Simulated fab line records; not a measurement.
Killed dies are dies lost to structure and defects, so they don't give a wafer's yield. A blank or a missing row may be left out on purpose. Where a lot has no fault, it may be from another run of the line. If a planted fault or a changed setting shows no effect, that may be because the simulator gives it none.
fab line records -- flow berkeley-cmos170
[record] lots = 14, wafers = 42, last-day = 11
route steps=331 shown PFIELD@86 SDANNEAL@204 NSD@207
lots that met no fault: taken from a fault-free run of the same line
start-h: start of the lot's first displayed wafer, in hours after the record's first day -- wait-h: time in hours since the lot's previous step -- " as in the row above -- L1.1+2: a row that stands for several wafers -- - no value, or no start was given -- * or withheld: withheld -- < > ~ a bound
route shown NAME@n: names a module that has steps shown in the file, with the first one's number in the route -- usual: mean/standard deviation taken from wafers without a fault -- same: alike in all rows -- chamber/n: place in a boat -- sites: each site's reading -- _std_site: the standard deviation of these -- _edge_site: inner sites' mean taken away from outer sites' mean -- radius-mm: for every site, how far away it sits from the centre of the wafer -- mask NAME#n: copy n -- behind: the tool/chamber that last shaped the wafer -- hold: cause of the lot's hold/its duration in hours/its outcome -- device: whichever transistor did not switch (one of n, p or np) -- end of line: tests of these same wafers at the route's end -- where a step has no rows: the recipe by itself -- killed: at the first sort, the dies lost to defects and structure; wafer yield is something else -- map: the dies of a wafer, with x for killed, . for not killed, _ for no die there
set.NAME: the setting as run; set.NAME@STEP: as run at that earlier step -- model.NAME: the simulator's own value behind a step, which no gauge read
steps of the route over a sample of lots; a table a step, a row a wafer
services: from which hour (start-h, from the record's first day; less than 0 if before it) a tool's chamber was out of use, for how many hours, and why
[[steps]]
[step UCB170_PFIELD_IMPLANT_07]
[recipe] species = B, dose-cm2 = 2e+13, energy-kev = 80, tilt-deg = 7
[usual] dose-ions-cm2 = 1.9998e+13/2.3e+10, faraday-current-uA = 63.7/1.2
[same] implant-ion-amu = 11
lot.wafer,tool,chamber,start-h,wait-h,dose-ions-cm2,faraday-current-uA
L902.1,implanter-04,0,90.30,0.0,1.9985e+13,62.1
L902.5,implanter-04,0,90.30,0.0,1.9999e+13,62.0
L902.6,implanter-04,0,90.30,0.0,1.995e+13,67.3
L904.2,implanter-04,0,100.27,0.0,1.9987e+13,63.1
L904.4,implanter-04,0,100.27,0.0,1.9998e+13,63.5
L904.6,implanter-04,0,100.27,0.0,2e+13,63.2
L903.1,implanter-02,0,100.42,0.0,1.9962e+13,62.5
L903.2,implanter-02,0,100.42,0.0,1.9996e+13,64.2
L903.6,implanter-02,0,100.42,0.0,1.9975e+13,64.7
L905.2,implanter-02,0,113.09,0.0,2.0006e+13,64.9
L905.4,implanter-02,0,113.09,0.0,1.9989e+13,62.1
L905.6,implanter-02,0,113.09,0.0,2.0018e+13,63.5
L906.1,implanter-03,0,113.22,0.1,1.9965e+13,65.0
L906.5,implanter-03,0,113.22,0.1,1.9989e+13,64.4
L906.6,implanter-03,0,113.22,0.1,2.0019e+13,63.8
L907.1,implanter-02,0,124.94,0.0,2e+13,65.4
L907.2,implanter-02,0,124.94,0.0,1.9994e+13,63.7
L907.4,implanter-02,0,124.94,0.0,1.9989e+13,62.8
L908.1,implanter-02,0,128.04,0.0,2.0001e+13,63.3
L908.2,implanter-02,0,128.04,0.0,1.9998e+13,64.9
L908.6,implanter-02,0,128.04,0.0,2.0001e+13,64.1
L912.3,implanter-03,0,136.29,0.1,1.9999e+13,64.7
L912.4,implanter-03,0,136.29,0.1,1.9985e+13,65.2
L912.6,implanter-03,0,136.29,0.1,2.0013e+13,62.6
L911.1,implanter-02,0,136.51,0.0,1.9983e+13,64.4
L911.2,implanter-02,0,136.51,0.0,2.0024e+13,61.6
L911.3,implanter-02,0,136.51,0.0,1.9996e+13,65.1
L913.2,implanter-03,0,152.14,0.0,1.9968e+13,63.0
L913.3,implanter-03,0,152.14,0.0,2.0022e+13,65.3
L913.5,implanter-03,0,152.14,0.0,1.9984e+13,63.3
L916.2,implanter-04,0,152.51,0.0,1.9992e+13,63.5
L916.4,implanter-04,0,152.51,0.0,1.9991e+13,63.5
L916.6,implanter-04,0,152.51,0.0,2.0009e+13,63.0
L919.3,implanter-04,0,165.50,0.1,1.6943e+13,53.7
L919.5,implanter-04,0,165.50,0.1,1.6969e+13,53.3
L919.6,implanter-04,0,165.50,0.1,1.6957e+13,54.2
L917.1,implanter-03,0,165.55,0.0,1.9999e+13,64.7
L917.4,implanter-03,0,165.55,0.0,2.0005e+13,63.6
L917.6,implanter-03,0,165.55,0.0,1.9989e+13,64.0
L921.1,implanter-04,0,180.14,0.0,1.6921e+13,54.0
L921.5,implanter-04,0,180.14,0.0,1.693e+13,53.1
L921.6,implanter-04,0,180.14,0.0,1.6926e+13,52.8
[step UCB170_PFIELD_STRIP_08]
[recipe] chemistry = O2, power-w = 400, pressure-mtorr = 3500, platen-temp-c = withheld, o2-flow-sccm = 400, overash-fraction = 0.5
[usual] drypump-motor-current-A = 5.8/0.36, oes-product-au = 0.735/0.0046, strip-time-to-endpoint-s = 21.63/0.071
lot.wafer,tool,chamber,start-h,wait-h,drypump-motor-current-A,oes-product-au,rf-hours-counter-h,strip-time-to-endpoint-s
L902.1,plasma-asher-04,1,90.45,0.1,5.2,0.732,38,21.60
L902.5,plasma-asher-04,0,90.45,0.1,6.1,0.740,-,21.60
L902.6,plasma-asher-04,1,90.45,0.1,5.3,0.733,-,21.61
L904.2,plasma-asher-02,0,100.39,0.1,6.0,0.735,35,21.62
L904.4,plasma-asher-02,1,100.39,0.1,6.0,0.734,-,21.65
L904.6,plasma-asher-02,1,100.39,0.1,5.9,0.730,-,21.70
L903.1,plasma-asher-04,1,100.57,0.1,5.2,0.734,39,21.71
L903.2,plasma-asher-04,0,100.57,0.1,6.1,0.737,39,21.72
L903.6,plasma-asher-04,0,100.57,0.1,6.0,0.742,-,21.68
L905.2,plasma-asher-02,0,113.22,0.1,6.0,0.739,37,21.70
L905.4,plasma-asher-02,0,113.22,0.1,6.0,0.741,-,21.71
L905.6,plasma-asher-02,0,113.22,0.1,6.0,0.731,-,21.71
L906.1,plasma-asher-01,0,113.37,0.1,5.6,0.734,40,21.59
L906.5,plasma-asher-01,0,113.37,0.1,5.5,0.734,-,21.52
L906.6,plasma-asher-01,1,113.37,0.1,6.3,0.736,-,21.46
L907.1,plasma-asher-01,0,125.09,0.1,5.5,0.741,41,21.57
L907.2,plasma-asher-01,1,125.09,0.1,6.2,0.736,41,21.67
L907.4,plasma-asher-01,0,125.09,0.1,5.5,0.736,-,21.64
L908.1,plasma-asher-04,1,128.19,0.1,5.2,0.727,1,21.76
L908.2,plasma-asher-04,0,128.19,0.1,6.0,0.728,1,21.67
L908.6,plasma-asher-04,0,128.19,0.1,6.1,0.730,-,21.63
L912.3,plasma-asher-04,1,136.42,0.1,5.3,0.733,-,21.72
L912.4,plasma-asher-04,0,136.42,0.1,6.1,0.733,-,21.63
L912.6,plasma-asher-04,1,136.42,0.1,5.3,0.730,-,21.68
L911.1,plasma-asher-02,1,136.66,0.1,5.9,0.732,40,21.72
L911.2,plasma-asher-02,0,136.66,0.1,6.0,0.734,40,21.75
L911.3,plasma-asher-02,0,136.66,0.1,6.0,0.745,-,21.72
L913.2,plasma-asher-04,0,152.26,0.1,6.1,0.728,3,21.65
L913.3,plasma-asher-04,1,152.26,0.1,5.2,0.736,-,21.55
L913.5,plasma-asher-04,0,152.26,0.1,6.1,0.732,-,21.63
L916.2,plasma-asher-04,0,152.63,0.1,6.1,0.735,3,21.56
L916.4,plasma-asher-04,1,152.63,0.1,5.2,0.717,-,21.71
L916.6,plasma-asher-04,0,152.63,0.1,6.1,0.736,-,21.59
L919.3,plasma-asher-04,1,165.63,0.1,5.2,0.733,-,21.52
L919.5,plasma-asher-04,1,165.63,0.1,5.2,0.737,-,21.52
L919.6,plasma-asher-04,0,165.63,0.1,6.1,0.737,-,21.53
L917.1,plasma-asher-02,0,165.70,0.1,6.0,0.733,43,21.54
L917.4,plasma-asher-02,1,165.70,0.1,5.9,0.738,-,21.50
L917.6,plasma-asher-02,0,165.70,0.1,6.0,0.729,-,21.53
L921.1,plasma-asher-01,1,180.29,0.1,6.3,0.736,48,21.67
L921.5,plasma-asher-01,1,180.29,0.1,6.3,0.737,-,21.59
L921.6,plasma-asher-01,0,180.29,0.1,5.6,0.735,-,21.58
[step UCB170_PFIELD_TW_MEAS_09]
[usual] PFIELD_TW = 599/4.8
lot.wafer,tool,chamber,start-h,wait-h,PFIELD_TW
L902.1,film-metro-02,-,90.55,0.1,606
L902.5,film-metro-02,-,90.55,0.1,609
L902.6,film-metro-02,-,90.55,0.1,606
L904.2,film-metro-01,-,100.50,0.1,607
L904.4,film-metro-01,-,100.50,0.1,604
L904.6,film-metro-01,-,100.50,0.1,608
L903.1,film-metro-03,-,100.67,0.1,596
L903.2,film-metro-03,-,100.67,0.1,597
L903.6,film-metro-03,-,100.67,0.1,597
L905.2,film-metro-02,-,113.33,0.1,597
L905.4,film-metro-02,-,113.33,0.1,600
L905.6,film-metro-02,-,113.33,0.1,599
L906.1,film-metro-02,-,113.47,0.1,600
L906.5,film-metro-02,-,113.47,0.1,602
L906.6,film-metro-02,-,113.47,0.1,602
L907.1,film-metro-03,-,125.19,0.1,598
L907.2,film-metro-03,-,125.19,0.1,595
L907.4,film-metro-03,-,125.19,0.1,599
L908.1,film-metro-03,-,128.29,0.1,598
L908.2,film-metro-03,-,128.29,0.1,594
L908.6,film-metro-03,-,128.29,0.1,596
L912.3,film-metro-03,-,136.51,0.1,596
L912.4,film-metro-03,-,136.51,0.1,600
L912.6,film-metro-03,-,136.51,0.1,597
L911.1,film-metro-03,-,136.76,0.1,599
L911.2,film-metro-03,-,136.76,0.1,597
L911.3,film-metro-03,-,136.76,0.1,600
L913.2,film-metro-03,-,152.37,0.1,595
L913.3,film-metro-03,-,152.37,0.1,591
L913.5,film-metro-03,-,152.37,0.1,591
L916.2,film-metro-03,-,152.74,0.1,592
L916.4,film-metro-03,-,152.74,0.1,591
L916.6,film-metro-03,-,152.74,0.1,593
L919.3,film-metro-03,-,165.72,0.1,560
L919.5,film-metro-03,-,165.72,0.1,560
L919.6,film-metro-03,-,165.72,0.1,560
L917.1,film-metro-02,-,165.80,0.1,604
L917.4,film-metro-02,-,165.80,0.1,603
L917.6,film-metro-02,-,165.80,0.1,600
L921.1,film-metro-01,-,180.39,0.1,577
L921.5,film-metro-01,-,180.39,0.1,577
L921.6,film-metro-01,-,180.39,0.1,574
[step UCB170_SDANNEAL_RTA_00]
[recipe] temp-c = 900, time-s = 10, ambient = N2
[usual] chamber-o2-ppm = 1.999/0.022, lamp-power-pct = 20.9/1.4, wafer_temp_C_max = 905.8/1.2
lot.wafer,tool,chamber,start-h,wait-h,chamber-o2-ppm,lamp-power-pct,wafer_temp_C_max
L902.1,rtp-anneal-02,0,144.43,0.0,1.995,19.7,904.9
L902.5,rtp-anneal-02,0,144.43,0.0,1.990,19.7,906.5
L902.6,rtp-anneal-02,0,144.43,0.0,1.967,19.7,905.6
L904.2,rtp-anneal-02,0,157.83,0.0,2.037,19.7,907.9
L904.4,rtp-anneal-02,0,157.83,0.0,2.022,19.7,905.9
L904.6,rtp-anneal-02,0,157.83,0.0,1.981,19.7,904.2
L903.1,rtp-anneal-02,0,160.84,0.0,2.013,19.7,907.1
L903.2,rtp-anneal-02,0,160.84,0.0,1.971,19.7,905.7
L903.6,rtp-anneal-02,0,160.84,0.0,1.987,19.7,905.8
L906.1,rtp-anneal-02,0,168.13,0.0,1.985,19.7,904.8
L906.5,rtp-anneal-02,0,168.13,0.0,2.010,19.7,906.3
L906.6,rtp-anneal-02,0,168.13,0.0,2.015,19.7,906.9
L905.2,rtp-anneal-02,0,169.10,0.0,2.017,19.7,905.4
L905.4,rtp-anneal-02,0,169.10,0.0,1.995,19.7,905.8
L905.6,rtp-anneal-02,0,169.10,0.0,1.991,19.7,909.3
L908.1,rtp-anneal-02,0,185.71,0.0,1.995,19.7,908.7
L908.2,rtp-anneal-02,0,185.71,0.0,2.003,19.7,904.5
L908.6,rtp-anneal-02,0,185.71,0.0,1.992,19.7,905.8
L907.1,rtp-anneal-02,0,188.48,0.0,2.024,19.7,906.4
L907.2,rtp-anneal-02,0,188.48,0.0,2.009,19.7,905.4
L907.4,rtp-anneal-02,0,188.48,0.0,1.989,19.7,904.5
L912.3,rtp-anneal-01,0,192.06,0.0,2.018,22.5,905.4
L912.4,rtp-anneal-01,0,192.06,0.0,1.984,22.5,905.4
L912.6,rtp-anneal-01,0,192.06,0.0,2.011,22.5,906.2
L911.1,rtp-anneal-02,0,193.02,0.0,1.952,19.7,905.6
L911.2,rtp-anneal-02,0,193.02,0.0,2.007,19.7,906.0
L911.3,rtp-anneal-02,0,193.02,0.0,1.975,19.7,907.1
L913.2,rtp-anneal-02,0,204.50,0.0,1.985,19.7,905.4
L913.3,rtp-anneal-02,0,204.50,0.0,1.971,19.7,905.9
L913.5,rtp-anneal-02,0,204.50,0.0,1.998,19.7,905.2
L916.2,rtp-anneal-01,0,204.68,0.0,1.969,22.5,904.6
L916.4,rtp-anneal-01,0,204.68,0.0,2.011,22.5,908.3
L916.6,rtp-anneal-01,0,204.68,0.0,2.027,22.5,906.6
L919.3,rtp-anneal-02,0,216.68,0.0,2.026,19.7,906.2
L919.5,rtp-anneal-02,0,216.68,0.0,2.023,19.7,908.2
L919.6,rtp-anneal-02,0,216.68,0.0,1.986,19.7,904.4
L917.1,rtp-anneal-02,0,223.28,0.0,2.009,19.7,906.1
L917.4,rtp-anneal-02,0,223.28,0.0,2.023,19.7,908.0
L917.6,rtp-anneal-02,0,223.28,0.0,1.981,19.7,905.7
L921.1,rtp-anneal-02,0,237.71,0.0,2.013,19.7,907.0
L921.5,rtp-anneal-02,0,237.71,0.0,1.994,19.7,907.0
L921.6,rtp-anneal-02,0,237.71,0.0,1.981,19.7,905.6
[step UCB170_SDANNEAL_RS_MEAS_03]
[recipe] thk-meas-gauge = four-point-probe
[usual] NSD_RS = 37.08/0.084
lot.wafer,tool,chamber,start-h,wait-h,NSD_RS[ohm/sq]
L902.1,film-metro-04,-,144.67,0.1,37.05
L902.5,film-metro-04,-,144.67,0.1,36.97
L902.6,film-metro-04,-,144.67,0.1,37.17
L904.2,film-metro-02,-,158.08,0.1,37.09
L904.4,film-metro-02,-,158.08,0.1,37.14
L904.6,film-metro-02,-,158.08,0.1,37.15
L903.1,film-metro-04,-,161.09,0.1,37.40
L903.2,film-metro-04,-,161.09,0.1,37.20
L903.6,film-metro-04,-,161.09,0.1,37.22
L906.1,film-metro-02,-,168.38,0.1,37.08
L906.5,film-metro-02,-,168.38,0.1,37.11
L906.6,film-metro-02,-,168.38,0.1,37.07
L905.2,film-metro-01,-,169.35,0.1,37.14
L905.4,film-metro-01,-,169.35,0.1,37.16
L905.6,film-metro-01,-,169.35,0.1,37.05
L908.1,film-metro-01,-,185.96,0.1,37.06
L908.2,film-metro-01,-,185.96,0.1,37.00
L908.6,film-metro-01,-,185.96,0.1,37.03
L907.1,film-metro-02,-,188.72,0.1,37.02
L907.2,film-metro-02,-,188.72,0.1,37.11
L907.4,film-metro-02,-,188.72,0.1,37.05
L912.3,film-metro-01,-,192.32,0.1,37.08
L912.4,film-metro-01,-,192.32,0.1,37.15
L912.6,film-metro-01,-,192.32,0.1,37.09
L911.1,film-metro-01,-,193.26,0.1,37.10
L911.2,film-metro-01,-,193.26,0.1,37.10
L911.3,film-metro-01,-,193.26,0.1,36.99
L913.2,film-metro-02,-,204.75,0.1,37.20
L913.3,film-metro-02,-,204.75,0.1,37.08
L913.5,film-metro-02,-,204.75,0.1,37.20
L916.2,film-metro-01,-,204.94,0.1,36.94
L916.4,film-metro-01,-,204.94,0.1,36.97
L916.6,film-metro-01,-,204.94,0.1,36.97
L919.3,film-metro-02,-,216.94,0.1,37.05
L919.5,film-metro-02,-,216.94,0.1,37.08
L919.6,film-metro-02,-,216.94,0.1,37.07
L917.1,film-metro-01,-,223.52,0.1,36.98
L917.4,film-metro-01,-,223.52,0.1,36.91
L917.6,film-metro-01,-,223.52,0.1,37.06
L921.1,film-metro-02,-,237.95,0.1,37.02
L921.5,film-metro-02,-,237.95,0.1,37.13
L921.6,film-metro-02,-,237.95,0.1,37.08
[[services]]
tool,chamber,start-h,hours,kind
implanter-04,-,86.14,3.2,repair
plasma-asher-01,-,89.26,14.6,pm
plasma-asher-04,-,108.75,9.0,pm
plasma-asher-04,0,108.75,9.0,vent-cycle
plasma-asher-04,1,108.75,9.0,vent-cycle
implanter-04,-,111.35,3.0,repair
plasma-asher-04,0,117.75,-,clean
plasma-asher-04,1,117.75,-,clean
plasma-asher-04,-,143.48,4.7,repair
implanter-02,-,150.03,2.5,repair
implanter-02,-,152.59,11.0,pm
implanter-04,-,156.31,4.5,pm
implanter-03,-,176.41,3.8,repair
implanter-04,-,219.57,1.7,repair
plasma-asher-01,-,236.54,6.1,repair
[[key]]
[first-sign] step = UCB170_PFIELD_IMPLANT_07, reading = dose-ions-cm2, direction = down, sigmas = 99+, usual = 1.9998e+13, struck = 1.6941e+13
[effect] step = UCB170_PFIELD_IMPLANT_07, reading = faraday-current-uA, direction = down, sigmas = 8.5, usual = 63.7, struck = 53.5
[effect] step = UCB170_PFIELD_TW_MEAS_09, reading = PFIELD_TW, direction = down, sigmas = 6.5, usual = 599, struck = 568
met-at UCB170_PFIELD_IMPLANT_07
struck-lots L919,L921
tester-left-out L919,L921
not-acting-at UCB170_PFIELD_STRIP_08,UCB170_SDANNEAL_RTA_00,UCB170_SDANNEAL_RS_MEAS_03
onset-between 152.51 165.50
[fault] kind = process-parameter-drift, tool = implanter-04, chamber = -, onset-h = 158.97, steps = UCB170_PFIELD_IMPLANT_07, channel = dose-cm2, offset = -3.0633e+12, shape = step, end-h = 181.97, acts-in = these-recipes-only, stated = 2e+13
// tester-left-out: of these lots the tester's yield and bins aren't shown, on N5 and GAA mostly nor the transistor test; their killed dies are dies lost to structure and defects alone, not to doping, threshold or leakage, so they don't give the yield
